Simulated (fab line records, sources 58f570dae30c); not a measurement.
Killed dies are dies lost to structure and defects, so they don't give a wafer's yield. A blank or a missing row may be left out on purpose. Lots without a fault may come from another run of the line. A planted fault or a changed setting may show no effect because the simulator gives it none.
Chamber matching | flow berkeley_cmos170 | UCB170_GATE_ETCH_15 on rie_si-02: 4 sister chambers
The step etches poly-Si in HBr/Cl2, stops on SiO2, time 54.56 s, target depth 278.2 nm. 18 wafers are shown with their chamber, then 9 later ones without.

WAFERS WITH THEIR CHAMBER
wafer  | chamber | drypump_motor_current_A (A) | he_backside_leak_sccm (sccm) | oes_product_au (a.u.)
L427.1 | 0       | 5.7                         | 2.85                         | 0.834
L427.3 | 2       | 6.2                         | 2.52                         | 0.833
L427.6 | 1       | 5.6                         | 2.51                         | 0.846
L428.3 | 1       | 5.5                         | 2.43                         | 0.840
L428.5 | 1       | 5.5                         | 2.52                         | 0.834
L428.6 | 2       | 6.2                         | 2.47                         | 0.825
L433.1 | 0       | 5.7                         | 2.93                         | 0.841
L433.2 | 3       | 5.9                         | 2.65                         | 0.858
L433.6 | 2       | 6.2                         | 2.51                         | 0.838
L434.1 | 3       | 6.0                         | 2.65                         | 0.865
L434.4 | 2       | 6.2                         | 2.59                         | 0.830
L434.5 | 3       | 5.9                         | 2.70                         | 0.844
L436.1 | 1       | 5.5                         | 2.52                         | 0.848
L436.4 | 3       | 5.9                         | 2.80                         | 0.864
L436.5 | 2       | 6.2                         | 2.50                         | 0.830
L437.2 | 0       | 5.7                         | 2.86                         | 0.834
L437.3 | 3       | 6.0                         | 2.70                         | 0.844
L437.6 | 3       | 6.0                         | 2.61                         | 0.850

SIGNATURES (means of the wafers above)
reading                 | chamber 0 | chamber 1 | chamber 2 | chamber 3 | scatter within a chamber
drypump_motor_current_A | 5.700     | 5.525     | 6.200     | 5.950     | 0.0401
he_backside_leak_sccm   | 2.8800    | 2.4950    | 2.5180    | 2.6850    | 0.0529
oes_product_au          | 0.83633   | 0.84200   | 0.83120   | 0.85417   | 0.00705
Rule: a wafer's distance from a chamber is the root of the sum, over the readings, of the square of ((its reading less the chamber's mean) divided by the reading's scatter). The wafer belongs to the nearest chamber; if the next one is less than 2 further off, it can't be placed. The scatter: the root of (the sum of the squares of (reading less its chamber's mean) over the shown wafers, divided by (wafers less chambers)).

WAFERS WITHOUT THEIR CHAMBER
wafer  | drypump_motor_current_A (A) | he_backside_leak_sccm (sccm) | oes_product_au (a.u.)
L444.1 | 5.9                         | 2.86                         | 0.860
L444.5 | 5.7                         | 2.73                         | 0.841
L444.6 | 5.5                         | 2.63                         | 0.847
L446.4 | 5.7                         | 2.70                         | 0.840
L446.5 | 5.5                         | 2.58                         | 0.850
L446.6 | 5.7                         | 2.85                         | 0.843
L447.1 | 6.0                         | 2.72                         | 0.847
L447.2 | 5.5                         | 2.65                         | 0.846
L447.5 | 6.0                         | 2.80                         | 0.848

WHICH CHAMBER EACH WENT THROUGH
wafer  | from the rows above | in truth
L444.1 | 3                   | 3
L444.5 | 0                   | 0
L444.6 | 1                   | 1
L446.4 | 0                   | 0
L446.5 | 1                   | 1
L446.6 | 0                   | 0
L447.1 | 3                   | 3
L447.2 | 1                   | 1
L447.5 | 3                   | 3
Placed correctly: 9 of 9. Can't be placed from these rows: 0. Placed wrongly: 0.
